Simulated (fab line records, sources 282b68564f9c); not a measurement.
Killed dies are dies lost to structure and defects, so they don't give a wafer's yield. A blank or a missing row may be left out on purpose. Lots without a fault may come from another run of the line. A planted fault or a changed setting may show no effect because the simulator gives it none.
fab line records | flow rit_cmos
record lots=7 wafers=21 last_day=7
route steps=202 shown PLDD@116 SPACER@125 NSD@131 PSD@142 SDANNEAL@153 SILICIDE@161 M1@202
lots that met no fault: from a run of the same line without faults
start_h: hours from the record's first day to the start of the lot's first wafer shown | wait_h: hours since the lot's step before | " the same as in the row above | L1.1+2: a row that stands for several wafers | - no value, or no start given | * or withheld: withheld | < > ~ a bound
route shown NAME@n: a module of which the file shows steps, and the number in the route of the first | usual: mean/standard deviation of fault-free wafers | same: alike in all rows | chamber/n: place in a boat | sites: the reading at each site | _std_site: their standard deviation | _edge_site: outer sites' mean less inner sites' | radius_mm: how far each site lies from the wafer's centre | mask NAME#n: copy n | behind: the tool/chamber that last shaped the wafer | hold: why the lot was held/for how many hours/how that ended | device: the transistor (n, p or np) that didn't switch | end of line: the same wafers' tests at the end of the route | a step without rows: its recipe alone | killed: dies lost to structure and defects at the first sort, not the wafer's yield | map: a wafer's dies, x killed, . not, _ none there
set.NAME: the setting as run; set.NAME@STEP: as run at that earlier step | model.NAME: the simulator's own value behind a step, which no gauge read
lots at some steps of the route; a table a step, a row a wafer
services: from which hour (start_h, from the record's first day; less than 0 if before it) a tool's chamber was out of use, for how many hours, and why
## steps
# step RIT_PLDD_SOFTBAKE_02
# recipe resist=NOVOLAK temp_c=90 time_s=60
# step RIT_PLDD_EXPOSE_03
# recipe mask_id=M8 na=0.57 target_cd_nm=40900 dose_mj=250
# step RIT_PLDD_PEB_04
# recipe resist=NOVOLAK temp_c=withheld time_s=withheld
# step RIT_PLDD_DEVELOP_05
# recipe resist=NOVOLAK develop_time_s=50 dev_temp_c=23
# step RIT_PLDD_OVL_MEAS_06
# usual PLDD_OVL=-0.2/1.5
# columns lot.wafer tool chamber start_h wait_h PLDD_OVL[nm]
L552.2 overlay-01 - 42.71 - 0.1
L552.4 " - " " -0.3
L552.5 " - " " -0.2
L564.2 overlay-02 - 102.42 - -1.7
L564.3 " - " " -0.4
L564.4 " - " " -0.4
L566.2 overlay-01 - 115.23 - -0.4
L566.4 " - " " -0.4
L566.5 " - " " -0.2
L567.2 overlay-02 - 118.13 - 1.1
L567.3 " - " " 1.4
L567.5 " - " " 2.1
L569.3 overlay-02 - 129.50 - 0.8
L569.4 " - " " -0.9
L569.5 " - " " -1.0
L574.1 overlay-01 - 153.57 - 0.5
L574.3 " - " " 0.9
L574.6 " - " " 2.0
L575.1 overlay-02 - 158.38 - -1.0
L575.3 " - " " -0.4
L575.5 " - " " -0.2
# step RIT_PLDD_HARDBAKE_07
# recipe resist=NOVOLAK temp_c=140 time_s=60
# step RIT_PLDD_IMPLANT_08
# recipe species=BF2 energy_kev=20 dose_cm2=9e+14 tilt_deg=7
# step RIT_PLDD_STRIP_09
# recipe chemistry=O2 time_s=180 resist=NOVOLAK platen_temp_c=withheld power_w=500 pressure_mtorr=4000 o2_flow_sccm=4000
# usual drypump_motor_current_A=5.6/0.46
# columns lot.wafer tool chamber start_h wait_h drypump_motor_current_A rf_hours_counter_h
L552.2 plasma_asher-03 1 43.04 0.1 5.8 38
L552.4 " 1 " " 5.8 -
L552.5 " 0 " " 6.0 -
L564.2 plasma_asher-01 0 102.75 0.1 4.7 46
L564.3 " 0 " " 4.7 -
L564.4 " 1 " " 5.2 -
L566.2 plasma_asher-03 1 115.56 0.1 5.8 46
L566.4 " 1 " " 5.8 -
L566.5 " 0 " " 5.9 -
L567.2 plasma_asher-01 1 118.46 0.1 5.2 48
L567.3 " 0 " " 4.7 -
L567.5 " 1 " " 5.2 -
L569.3 plasma_asher-03 0 129.88 0.1 5.9 -
L569.4 " 1 " " 5.9 -
L569.5 " 0 " " 5.9 -
L574.1 plasma_asher-02 1 153.91 0.1 5.9 4
L574.3 " 1 " " 5.8 -
L574.6 " 1 " " 5.8 -
L575.1 plasma_asher-03 1 158.71 0.1 5.8 50
L575.3 " 0 " " 6.0 -
L575.5 " 1 " " 5.8 -
# step RIT_PLDD_TW_MEAS_10
# usual PLDD_TW=2358/12
# columns lot.wafer tool chamber start_h wait_h PLDD_TW
L552.2 film_metro-04 - 43.22 0.1 2350
L552.4 " - " " 2351
L552.5 " - " " 2350
L564.2 film_metro-04 - 102.94 0.1 2337
L564.3 " - " " 2347
L564.4 " - " " 2349
L566.2 film_metro-01 - 115.74 0.1 2350
L566.4 " - " " 2368
L566.5 " - " " 2360
L567.2 film_metro-01 - 118.64 0.1 2360
L567.3 " - " " 2358
L567.5 " - " " 2368
L569.3 film_metro-03 - 130.02 0.1 2371
L569.4 " - " " 2366
L569.5 " - " " 2371
L574.1 film_metro-03 - 154.08 0.1 2355
L574.3 " - " " 2360
L574.6 " - " " 2353
L575.1 film_metro-03 - 158.89 0.1 2363
L575.3 " - " " 2359
L575.5 " - " " 2357
# step RIT_SPACER_CLEAN_00
# recipe chemistry=SC1 mix=3:3:50 time_s=600 temp_c=75
# step RIT_SPACER_CLEAN_01
# recipe chemistry=dHF dilution=50:1 time_s=30
# step RIT_SPACER_CLEAN_02
# recipe chemistry=SC2 mix=3:3:50 time_s=600 temp_c=75 dry=n2_spin
# step RIT_SPACER_CVD_03
# recipe material=Si3N4 target_thk_nm=250 temp_c=810 precursor=SiH2Cl2/NH3 time_s=3300 pressure_mtorr=300 sih2cl2_flow_sccm=60 nh3_flow_sccm=150
# usual nh3_flow_sccm=149.9/0.41 spike_tc_load_C=834.8/2.5 zone_power_centre_pct=37.3/2.9
# columns lot.wafer tool chamber start_h wait_h nh3_flow_sccm spike_tc_load_C zone_power_centre_pct model.Si3N4_of_SPACER_CVD_03.thk_nm
L552.2 lpcvd-01 1 43.64 0.0 150.2 830.0 34.0 248.3
L552.4 " 1 " " 149.8 832.2 33.7 248.4
L552.5 " 1 " " 150.4 832.4 33.6 247.2
L564.2 lpcvd-01 0 103.42 0.0 149.4 836.1 36.4 277.8
L564.3 " 0 " " 149.7 834.8 36.6 279.2
L564.4 " 0 " " 149.6 834.3 36.3 279.7
L566.2 lpcvd-01 0 116.19 0.0 149.8 834.5 36.5 280.2
L566.4 " 0 " " 149.2 834.7 37.1 281.2
L566.5 " 0 " " 149.5 833.5 36.6 281.9
L567.2 lpcvd-01 0 119.10 0.0 149.8 833.5 36.0 275.4
L567.3 " 0 " " 150.2 834.9 37.1 276.8
L567.5 " 0 " " 150.0 832.6 36.5 275.2
L569.3 lpcvd-02 0 130.48 0.0 149.6 838.5 34.5 248.4
L569.4 " 0 " " 149.6 838.3 34.7 247.9
L569.5 " 0 " " 149.7 838.2 34.7 248.6
L574.1 lpcvd-02 0 154.56 0.0 149.8 838.4 34.7 252.3
L574.3 " 0 " " 149.6 837.8 34.3 249.1
L574.6 " 0 " " 149.9 836.3 34.4 250.8
L575.1 lpcvd-02 1 159.36 0.0 150.4 831.3 41.5 247.5
L575.3 " 1 " " 150.3 831.7 42.0 246.9
L575.5 " 1 " " 149.9 832.4 41.4 247
# step RIT_SPACER_THK_MEAS_04
# recipe reads=Si3N4_of_SPACER_CVD_03
# usual SPACER_NITRIDE_THK=249.3/2.4
# columns lot.wafer tool chamber start_h wait_h SPACER_NITRIDE_THK[nm]
L552.2 film_metro-03 - 45.57 0.0 248.3
L552.4 " - " " 248.4
L552.5 " - " " 246.9
L564.2 film_metro-02 - 105.35 0.0 277.6
L564.3 " - " " 279.4
L564.4 " - " " 279.8
L566.2 film_metro-04 - 118.12 0.0 280.2
L566.4 " - " " 280.8
L566.5 " - " " 282.0
L567.2 film_metro-02 - 121.02 0.0 275.7
L567.3 " - " " 276.8
L567.5 " - " " 275.3
L569.3 film_metro-04 - 132.41 0.0 248.2
L569.4 " - " " 248.0
L569.5 " - " " 248.6
L574.1 film_metro-02 - 156.48 0.0 252.3
L574.3 " - " " 248.9
L574.6 " - " " 250.9
L575.1 film_metro-04 - 161.28 0.0 247.4
L575.3 " - " " 246.9
L575.5 " - " " 247.1
# step RIT_SPACER_ETCHBACK_05
# recipe target_depth_a=2500 SF6_flow_sccm=30 CHF3_flow_sccm=30 target=Si3N4 chemistry=SF6/CHF3 pressure_mtorr=40 rf_w=241.3 time_s=240 stop_on=SiO2
# usual drypump_motor_current_A=5.8/0.44 oes_product_au=0.840/0.013 throttle_valve_pct=10.29/0.17
# columns lot.wafer tool chamber start_h wait_h drypump_motor_current_A oes_product_au rf_hours_counter_h throttle_valve_pct model.etch.depth_nm
L552.2 rie_diel-04 2 45.62 0.0 5.3 0.830 6 10.56 248.3
L552.4 " 1 " " 6.1 0.841 43 10.02 248.4
L552.5 " 3 " " 5.1 0.819 - 10.57 247.2
L564.2 rie_diel-01 0 105.40 0.0 6.1 0.919 150 10.13 277.8
L564.3 " 3 " " 5.5 0.902 5 10.28 279.2
L564.4 " 1 " " 5.8 0.906 1 10.33 279.7
L566.2 rie_diel-04 2 118.17 0.0 5.3 0.917 7 10.59 280.2
L566.4 " 2 " " 5.3 0.913 - 10.57 281.2
L566.5 " 1 " " 6.1 0.922 - 10.05 281.9
L567.2 rie_diel-04 0 121.07 0.0 6.3 0.898 104 10.07 275.4
L567.3 " 1 " " 6.1 0.918 44 10.05 276.8
L567.5 " 0 " " 6.3 0.908 - 10.06 275.2
L569.3 rie_diel-02 2 132.45 0.0 5.5 0.825 152 10.36 248.4
L569.4 " 2 " " 5.5 0.826 - 10.35 247.9
L569.5 " 1 " " 6.4 0.844 - 10.42 248.6
L574.1 rie_diel-01 3 156.54 0.1 5.5 0.839 6 10.26 252.3
L574.3 " 1 " " 5.8 0.831 2 10.31 249.1
L574.6 " 2 " " 6.2 0.861 - 10.17 250.8
L575.1 rie_diel-01 3 161.34 0.1 5.5 0.829 6 10.25 247.5
L575.3 " 2 " " 6.2 0.846 54 10.17 246.9
L575.5 " 1 " " 5.8 0.819 - 10.31 247
# step RIT_NSD_HMDS_00
# recipe prime_time_s=60 prime_temp_c=140
# step RIT_NSD_COAT_01
# recipe resist=NOVOLAK spin_rpm=3250 resist_thk_nm=1000
# step RIT_NSD_SOFTBAKE_02
# recipe resist=NOVOLAK temp_c=90 time_s=60
# step RIT_NSD_EXPOSE_03
# recipe mask_id=M9 na=0.57 target_cd_nm=40700 dose_mj=250
# step RIT_NSD_PEB_04
# recipe resist=NOVOLAK temp_c=withheld time_s=withheld
# step RIT_NSD_DEVELOP_05
# recipe resist=NOVOLAK develop_time_s=50 dev_temp_c=23
# step RIT_NSD_OVL_MEAS_06
# usual NSD_OVL=1.3/1.2
# columns lot.wafer tool chamber start_h wait_h NSD_OVL[nm]
L552.2 overlay-01 - 46.84 - 1.9
L552.4 " - " " 1.4
L552.5 " - " " 2.7
L564.2 overlay-01 - 106.53 - 0.4
L564.3 " - " " -0.2
L564.4 " - " " 0.0
L566.2 overlay-01 - 119.34 - 2.5
L566.4 " - " " 3.2
L566.5 " - " " 3.9
L567.2 overlay-01 - 122.20 - -0.2
L567.3 " - " " 0.7
L567.5 " - " " -1.1
L569.3 overlay-01 - 133.59 - -0.2
L569.4 " - " " 1.6
L569.5 " - " " 0.9
L574.1 overlay-02 - 157.88 - 1.8
L574.3 " - " " 2.1
L574.6 " - " " 1.6
L575.1 overlay-01 - 162.34 - 2.5
L575.3 " - " " 1.0
L575.5 " - " " 1.9
# step RIT_NSD_HARDBAKE_07
# recipe resist=NOVOLAK temp_c=140 time_s=60
# step RIT_NSD_IMPLANT_08
# recipe species=P energy_kev=25 dose_cm2=1e+15 tilt_deg=7
# step RIT_NSD_STRIP_09
# recipe chemistry=O2 time_s=180 resist=NOVOLAK platen_temp_c=withheld power_w=500 pressure_mtorr=4000 o2_flow_sccm=4000
# usual drypump_motor_current_A=5.5/0.43
# columns lot.wafer tool chamber start_h wait_h drypump_motor_current_A rf_hours_counter_h
L552.2 plasma_asher-01 1 47.18 0.1 5.1 40
L552.4 " 0 " " 4.7 -
L552.5 " 1 " " 5.2 -
L564.2 plasma_asher-03 0 106.86 0.1 5.9 45
L564.3 " 0 " " 5.9 -
L564.4 " 1 " " 5.8 -
L566.2 plasma_asher-03 0 119.67 0.1 6.0 46
L566.4 " 0 " " 6.0 -
L566.5 " 1 " " 5.9 -
L567.2 plasma_asher-04 1 122.53 0.1 5.8 33
L567.3 " 0 " " 5.3 -
L567.5 " 0 " " 5.3 -
L569.3 plasma_asher-04 0 133.97 0.1 5.3 -
L569.4 " 1 " " 5.8 -
L569.5 " 0 " " 5.3 -
L574.1 plasma_asher-04 1 158.22 0.1 5.7 37
L574.3 " 0 " " 5.3 -
L574.6 " 1 " " 5.8 -
L575.1 plasma_asher-03 0 162.68 0.1 5.9 51
L575.3 " 1 " " 5.9 -
L575.5 " 0 " " 5.9 -
# step RIT_NSD_TW_MEAS_10
# usual NSD_TW=3135/14
# columns lot.wafer tool chamber start_h wait_h NSD_TW
L552.2 film_metro-01 - 47.37 0.1 3143
L552.4 " - " " 3153
L552.5 " - " " 3137
L564.2 film_metro-01 - 107.04 0.1 3150
L564.3 " - " " 3150
L564.4 " - " " 3143
L566.2 film_metro-01 - 119.85 0.1 3125
L566.4 " - " " 3133
L566.5 " - " " 3118
L567.2 film_metro-01 - 122.72 0.1 3162
L567.3 " - " " 3147
L567.5 " - " " 3149
L569.3 film_metro-03 - 134.11 0.1 3152
L569.4 " - " " 3145
L569.5 " - " " 3142
L574.1 film_metro-03 - 158.39 0.1 3144
L574.3 " - " " 3139
L574.6 " - " " 3139
L575.1 film_metro-03 - 162.85 0.1 3131
L575.3 " - " " 3143
L575.5 " - " " 3127
# step RIT_PSD_HMDS_00
# recipe prime_time_s=60 prime_temp_c=139.6
# step RIT_PSD_COAT_01
# recipe resist=NOVOLAK spin_rpm=3250 resist_thk_nm=1000
# step RIT_PSD_SOFTBAKE_02
# recipe resist=NOVOLAK temp_c=90 time_s=60
# step RIT_PSD_EXPOSE_03
# recipe mask_id=M10 na=0.57 target_cd_nm=40900 dose_mj=250
# step RIT_PSD_PEB_04
# recipe resist=NOVOLAK temp_c=withheld time_s=withheld
# step RIT_PSD_DEVELOP_05
# recipe resist=NOVOLAK develop_time_s=50 dev_temp_c=23
# step RIT_PSD_OVL_MEAS_06
# usual PSD_OVL=-1.3/1.3
# columns lot.wafer tool chamber start_h wait_h PSD_OVL[nm]
L552.2 overlay-02 - 48.40 - -2.9
L552.4 " - " " -3.4
L552.5 " - " " -2.2
L564.2 overlay-01 - 107.95 - -0.4
L564.3 " - " " -1.8
L564.4 " - " " -2.2
L566.2 overlay-02 - 120.82 - -0.4
L566.4 " - " " -0.8
L566.5 " - " " -1.7
L567.2 overlay-01 - 123.62 - -2.3
L567.3 " - " " -2.6
L567.5 " - " " -1.2
L569.3 overlay-02 - 135.01 - -3.0
L569.4 " - " " -2.6
L569.5 " - " " -4.1
L574.1 overlay-02 - 159.30 - -2.1
L574.3 " - " " -1.7
L574.6 " - " " -1.1
L575.1 overlay-01 - 163.76 - 0.8
L575.3 " - " " -0.7
L575.5 " - " " -1.6
# step RIT_PSD_HARDBAKE_07
# recipe resist=NOVOLAK temp_c=140 time_s=60
# step RIT_PSD_IMPLANT_08
# recipe species=BF2 energy_kev=27 dose_cm2=5e+15 tilt_deg=7
# step RIT_PSD_STRIP_09
# recipe chemistry=O2 time_s=180 resist=NOVOLAK platen_temp_c=withheld power_w=500 pressure_mtorr=4000 o2_flow_sccm=4000
# usual drypump_motor_current_A=5.78/0.21
# columns lot.wafer tool chamber start_h wait_h drypump_motor_current_A rf_hours_counter_h
L552.2 plasma_asher-02 0 48.73 0.1 5.91 42
L552.4 " 1 " " 5.83 -
L552.5 " 0 " " 5.92 -
L564.2 plasma_asher-04 1 108.28 0.1 5.75 31
L564.3 " 0 " " 5.29 -
L564.4 " 1 " " 5.75 -
L566.2 plasma_asher-03 1 121.30 0.2 5.83 46
L566.4 " 1 " " 5.83 -
L566.5 " 1 " " 5.83 -
L567.2 plasma_asher-02 1 123.95 0.1 5.85 1
L567.3 " 1 " " 5.82 -
L567.5 " 1 " " 5.83 -
L569.3 plasma_asher-02 0 135.39 0.1 5.92 -
L569.4 " 1 " " 5.86 -
L569.5 " 1 " " 5.85 -
L574.1 plasma_asher-04 0 159.64 0.1 5.31 37
L574.3 " 0 " " 5.31 -
L574.6 " 1 " " 5.75 -
L575.1 plasma_asher-03 1 164.10 0.1 5.83 51
L575.3 " 0 " " 5.95 -
L575.5 " 0 " " 5.92 -
# step RIT_PSD_TW_MEAS_10
# usual PSD_TW=3439/19
# columns lot.wafer tool chamber start_h wait_h PSD_TW
L552.2 film_metro-04 - 48.91 0.1 3414
L552.4 " - " " 3420
L552.5 " - " " 3403
L564.2 film_metro-03 - 108.46 0.1 3441
L564.3 " - " " 3460
L564.4 " - " " 3454
L566.2 film_metro-03 - 121.48 0.1 3444
L566.4 " - " " 3443
L566.5 " - " " 3461
L567.2 film_metro-03 - 124.14 0.1 3439
L567.3 " - " " 3454
L567.5 " - " " 3441
L569.3 film_metro-03 - 135.53 0.1 3462
L569.4 " - " " 3454
L569.5 " - " " 3464
L574.1 film_metro-03 - 159.81 0.1 3474
L574.3 " - " " 3465
L574.6 " - " " 3456
L575.1 film_metro-04 - 164.27 0.1 3441
L575.3 " - " " 3420
L575.5 " - " " 3426
# step RIT_SDANNEAL_CLEAN_00
# recipe chemistry=SC1 mix=3:3:50 time_s=600 temp_c=75
# step RIT_SDANNEAL_CLEAN_01
# recipe chemistry=dHF dilution=50:1 time_s=31.36
# step RIT_SDANNEAL_CLEAN_02
# recipe chemistry=SC2 mix=3:3:50 time_s=600 temp_c=75 dry=n2_spin
# step RIT_SDANNEAL_RTA_03
# recipe temp_c=1050 time_s=5 idle_temp_c=600 ramp_up_c_per_s=342 ramp_down_c_per_s=171 cool_to_c=600 ambient=N2
# usual wafer_temp_C_max=1053.4/1.1
# columns lot.wafer tool chamber start_h wait_h wafer_temp_C_max
L552.2 rtp_anneal-01 0 49.34 0.0 1051.4
L552.4 " 0 " " 1053.2
L552.5 " 0 " " 1053.2
L564.2 rtp_anneal-01 0 108.90 0.0 1052.6
L564.3 " 0 " " 1053.0
L564.4 " 0 " " 1053.5
L566.2 rtp_anneal-01 0 121.91 0.0 1053.4
L566.4 " 0 " " 1054.1
L566.5 " 0 " " 1053.3
L567.2 rtp_anneal-02 0 124.57 0.0 1054.3
L567.3 " 0 " " 1054.4
L567.5 " 0 " " 1055.0
L569.3 rtp_anneal-01 0 136.18 0.0 1052.3
L569.4 " 0 " " 1052.5
L569.5 " 0 " " 1052.9
L574.1 rtp_anneal-02 0 160.59 0.0 1052.7
L574.3 " 0 " " 1053.6
L574.6 " 0 " " 1052.3
L575.1 rtp_anneal-02 0 165.05 0.0 1053.3
L575.3 " 0 " " 1052.7
L575.5 " 0 " " 1054.3
# step RIT_SDANNEAL_RS_MEAS_04
# recipe thk_meas_gauge=four-point-probe
# usual PSD_RS=115.93/0.24
# columns lot.wafer tool chamber start_h wait_h PSD_RS[ohm/sq]
L552.2 film_metro-03 - 49.41 0.1 115.63
L552.4 " - " " 115.76
L552.5 " - " " 115.86
L564.2 film_metro-01 - 108.97 0.1 116.10
L564.3 " - " " 116.42
L564.4 " - " " 116.13
L566.2 film_metro-01 - 121.98 0.1 116.19
L566.4 " - " " 115.71
L566.5 " - " " 116.20
L567.2 film_metro-01 - 124.63 0.1 116.24
L567.3 " - " " 116.13
L567.5 " - " " 116.10
L569.3 film_metro-03 - 136.26 0.1 115.56
L569.4 " - " " 115.64
L569.5 " - " " 115.85
L574.1 film_metro-03 - 160.65 0.0 115.30
L574.3 " - " " 115.73
L574.6 " - " " 115.59
L575.1 film_metro-01 - 165.11 0.0 116.03
L575.3 " - " " 115.87
L575.5 " - " " 116.12
# step RIT_SILICIDE_WET_ETCH_00
# recipe chemistry=BOE target=SiO2 target_depth_nm=14 time_s=15 dry=n2_spin dilution=10:1 temp_c=21.5
# columns lot.wafer tool chamber start_h wait_h model.Si3N4_of_SPACER_CVD_03.thk_nm
L552.2 wet_bench-04 0 49.87 0.1 194.6
L552.4 " 0 " " 195.2
L552.5 " 0 " " 194.5
L564.2 wet_bench-03 1 109.43 0.1 217.9
L564.3+4 " 1 " " 218.5
L566.2 wet_bench-04 2 122.44 0.1 219.7
L566.4 " 2 " " 220.7
L566.5 " 2 " " 221.3
L567.2 wet_bench-04 2 125.09 0.1 214.8
L567.3 " 2 " " 216.7
L567.5 " 2 " " 214.7
L569.3 wet_bench-04 1 136.70 0.1 194
L569.4 " 1 " " 193.6
L569.5 " 1 " " 195.4
L574.1 wet_bench-03 2 161.13 0.1 197.7
L574.3 " 2 " " 194.7
L574.6 " 2 " " 197.4
L575.1 wet_bench-04 1 165.59 0.1 193.9
L575.3 " 1 " " 194.7
L575.5 " 1 " " 193.3
# step RIT_M1_PROBE_99
# usual killed_at_M0_to_M3=0.0/0.083 killed_at_contacts=0.0/0.18 killed_at_front_end=6/3.1 killed_dies=6/3.1 killed_open=3.4/1.9 killed_short=3.1/2
# same gross_dies=264 killed_at_M4_up=0 killed_at_back_side=0 killed_at_other=0
# columns lot.wafer tool chamber start_h wait_h killed_at_M0_to_M3 killed_at_contacts killed_at_front_end killed_dies killed_open killed_short model.etest.nmos_0p15.r_on_ohm_um model.etest.nplus_sal.width_nm model.etest.pplus_sal.width_nm model.etest.pwell_pinched.rs_ohm_sq model.etest.nwell_pinched.rs_ohm_sq model.etest.contact_nplus.end_ohm_um model.etest.field_p_metal.vt_v model.etest.diode_nplus_comb.leak_log10_a_cm2
L552.2 prober-02 - 57.00 0.1 0 0 15 15 5 10 1129 3448 3446 459.8 334.8 42.24 -30.04 -5.112
L552.4 prober-02 - 57.10 0.2 0 0 6 6 4 2 1111 3429 3450 459.2 333.8 42.53 -30.09 -5.334
L552.5 prober-02 - 57.15 0.2 0 1 11 12 8 4 1134 3423 3427 452.4 332.5 42.88 -29.79 -5.314
L564.2 prober-01 - 116.55 0.1 1 0 6 7 2 5 1059 3408 3383 439.3 318.7 38.83 -32.61 -5.614
L564.3 prober-01 - 116.60 0.2 0 0 10 10 3 7 1090 3387 3407 440.6 320.6 38.02 -32.84 -5.64
L564.4 prober-01 - 116.65 0.2 0 0 6 6 5 1 1056 3406 3395 448.7 318.6 38.77 -32.29 -5.327
L566.2 prober-01 - 129.39 0.1 0 0 4 4 2 2 1064 3360 3374 441.8 317.5 39.22 -30.55 -5.406
L566.4 prober-01 - 129.49 0.2 0 0 11 11 4 7 1064 3348 3379 443.1 315.5 37.97 -31.27 -5.496
L566.5 prober-01 - 129.54 0.2 0 0 5 5 2 3 1073 3356 3368 439.4 316.8 38.4 -31.13 -5.441
L567.2 prober-02 - 131.95 0.1 0 0 7 7 4 3 1072 3393 3366 440.3 321.2 39.29 -31.05 -5.587
L567.3 prober-02 - 132.00 0.2 0 0 8 8 1 7 1076 3390 3367 436.8 318.4 37.69 -31.7 -5.45
L567.5 prober-02 - 132.10 0.2 0 0 7 7 4 3 1083 3395 3384 441.2 322.5 40.33 -31.41 -4.981
L569.3 prober-02 - 143.73 0.2 0 1 3 4 3 1 1144 3470 3472 457.2 343.6 41.91 -28.75 -5.173
L569.4 prober-02 - 143.78 0.2 0 0 4 4 2 2 1165 3441 3446 464.6 345.3 42.38 -28.6 -5.255
L569.5 prober-02 - 143.83 0.2 0 0 3 3 1 2 1154 3428 3447 451.1 336.8 41.02 -29.54 -5.215
L574.1 prober-01 - 168.49 0.1 0 0 7 7 4 3 1144 3415 3409 448.7 337.9 42.84 -28.19 -5.486
L574.3 prober-01 - 168.59 0.2 0 0 7 7 3 4 1185 3421 3408 454.2 339.7 42.98 -28.35 -5.292
L574.6 prober-01 - 168.74 0.2 0 0 7 7 3 4 1141 3411 3408 450.3 333.4 41.81 -29.21 -5.093
L575.1 prober-02 - 172.63 0.1 0 0 2 2 2 0 1193 3447 3434 453.6 339.9 42.95 -29.3 -5.137
L575.3 prober-02 - 172.73 0.2 0 0 3 3 3 0 1149 3421 3424 449 335.7 42.85 -29.84 -5.274
L575.5 prober-02 - 172.83 0.2 0 0 3 3 1 2 1180 3452 3423 452 339.5 42.81 -29.9 -5.145
# killed by level:class
L552.2 GATE:geometric_particle:short=5 FOX1:geometric_particle:short=2 GATE:geometric_particle:open=2 REOX:geometric_particle:short=2 REOX:geometric_particle:open=2 FOX2:geometric_particle:short=1 SILICIDE:geometric_particle:open=1
L552.4 GATE:geometric_particle:open=2 FOX1:geometric_particle:open=1 FOX1:geometric_particle:short=1 GATE:geometric_particle:short=1 SILICIDE:geometric_particle:open=1
L552.5 GATE:geometric_particle:open=5 GATE:geometric_particle:short=3 FOX1:geometric_particle:open=2 REOX:geometric_particle:short=1 CONTACT:geometric_particle:open=1
L564.2 ACTIVE:geometric_particle:short=1 FOX1:geometric_particle:short=1 GATE:geometric_particle:short=1 SPACER:geometric_particle:open=1 SILICIDE:geometric_particle:open=1 SILICIDE:geometric_particle:short=1 M1:geometric_particle:short=1
L564.3 FOX2:geometric_particle:short=2 GATE:geometric_particle:open=2 FOX1:geometric_particle:short=1 FOX1:geometric_particle:open=1 GATE:geometric_particle:short=1 REOX:geometric_particle:short=1 SPACER:geometric_particle:short=1 SILICIDE:geometric_particle:short=1
L564.4 FOX2:geometric_particle:open=2 GATE:geometric_particle:short=1 GATE:geometric_particle:open=1 SPACER:geometric_particle:open=1 SILICIDE:geometric_particle:open=1
L566.2 FOX2:geometric_particle:open=2 FOX1:geometric_particle:short=1 REOX:geometric_particle:short=1
L566.4 GATE:geometric_particle:open=3 REOX:geometric_particle:short=3 GATE:geometric_particle:short=2 SILICIDE:geometric_particle:short=2 FOX2:geometric_particle:open=1
L566.5 FOX2:geometric_particle:short=2 GATE:geometric_particle:open=1 REOX:geometric_particle:open=1 REOX:geometric_particle:short=1
L567.2 GATE:geometric_particle:open=2 SPACER:geometric_particle:short=2 GATE:geometric_particle:short=1 REOX:geometric_particle:open=1 SPACER:geometric_particle:open=1
L567.3 GATE:geometric_particle:short=6 GATE:geometric_particle:open=1 SPACER:geometric_particle:short=1
L567.5 GATE:geometric_particle:open=2 SPACER:geometric_particle:short=2 SPACER:geometric_particle:open=2 REOX:geometric_particle:short=1
L569.3 GATE:geometric_particle:open=2 FOX2:geometric_particle:short=1 CONTACT:geometric_particle:open=1
L569.4 GATE:geometric_particle:open=1 REOX:geometric_particle:short=1 SPACER:geometric_particle:short=1 SPACER:geometric_particle:open=1
L569.5 FOX1:geometric_particle:short=1 FOX2:geometric_particle:open=1 SILICIDE:geometric_particle:short=1
L574.1 GATE:geometric_particle:short=2 FOX1:geometric_particle:open=1 GATE:geometric_particle:open=1 SPACER:geometric_particle:open=1 SILICIDE:geometric_particle:short=1 SILICIDE:geometric_particle:open=1
L574.3 GATE:geometric_particle:short=4 GATE:geometric_particle:open=3
L574.6 SILICIDE:geometric_particle:short=2 FOX1:geometric_particle:open=1 GATE:geometric_particle:short=1 GATE:geometric_particle:open=1 SPACER:geometric_particle:short=1 SILICIDE:geometric_particle:open=1
L575.1 GATE:geometric_particle:open=2
L575.3 ACTIVE:geometric_particle:open=1 FOX1:geometric_particle:open=1 REOX:geometric_particle:open=1
L575.5 GATE:geometric_particle:open=1 GATE:geometric_particle:short=1 SPACER:geometric_particle:short=1
## services
# columns tool chamber start_h hours kind
rie_diel-04 2 27.79 10.4 repair
rie_diel-01 0 30.76 19.4 repair
rie_diel-01 1 32.34 2.6 repair
rie_diel-02 - 39.46 1.9 repair
rie_diel-04 1 46.52 11.5 repair
rie_diel-01 1 50.16 - clean
rie_diel-04 1 58.94 12.4 repair
rie_diel-01 - 60.98 4.1 repair
rie_diel-04 3 63.48 12.8 repair
rie_diel-01 - 67.61 0.7 repair
rie_diel-02 - 71.46 2.8 pm
rie_diel-04 2 78.94 5.8 repair
plasma_asher-02 - 108.75 9.0 pm
plasma_asher-02 0 108.75 9.0 vent_cycle
plasma_asher-02 1 108.75 9.0 vent_cycle
rie_diel-04 3 114.91 13.8 repair
plasma_asher-02 0 117.75 - clean
plasma_asher-02 1 117.75 - clean
rie_diel-04 0 123.08 3.4 repair
rie_diel-02 2 126.91 3.8 repair
rtp_anneal-01 - 130.25 1.1 pm
lpcvd-01 - 152.23 0.7 repair
rtp_anneal-01 - 152.92 5.1 pm
rie_diel-04 2 154.73 7.5 repair
## key
first_sign step=RIT_SPACER_THK_MEAS_04 reading=SPACER_NITRIDE_THK direction=up sigmas=12 usual=249.3 struck=278.6
effect step=RIT_SPACER_ETCHBACK_05 reading=oes_product_au direction=up sigmas=5.5 usual=0.840 struck=0.912
model_effect step=RIT_SPACER_CVD_03 value=Si3N4_of_SPACER_CVD_03.thk_nm without=248.6 struck=278.6
model_effect step=RIT_SPACER_ETCHBACK_05 value=etch.depth_nm without=248.6 struck=278.6
model_effect step=RIT_SILICIDE_WET_ETCH_00 value=Si3N4_of_SPACER_CVD_03.thk_nm without=194.5 struck=218.1
model_effect step=RIT_M1_PROBE_99 value=etest.nmos_0p15.r_on_ohm_um without=1142 struck=1071
met_at RIT_SPACER_CVD_03
struck_wafers L564.2,L564.3,L564.4,L566.2,L566.4,L566.5,L567.2,L567.3,L567.5
tester_left_out L564,L566,L567
fault kind=process_parameter_drift tool=lpcvd-01 chamber=0 onset_h=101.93 steps=RIT_SPACER_CVD_03 channel=target_thk_nm offset=30 shape=step end_h=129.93 acts_in=these_recipes_only stated=250
# tester_left_out: of these lots the tester's yield and bins aren't shown, on N5 and GAA mostly nor the transistor test; their killed dies are dies lost to structure and defects alone, not to doping, threshold or leakage, so they don't give the yield
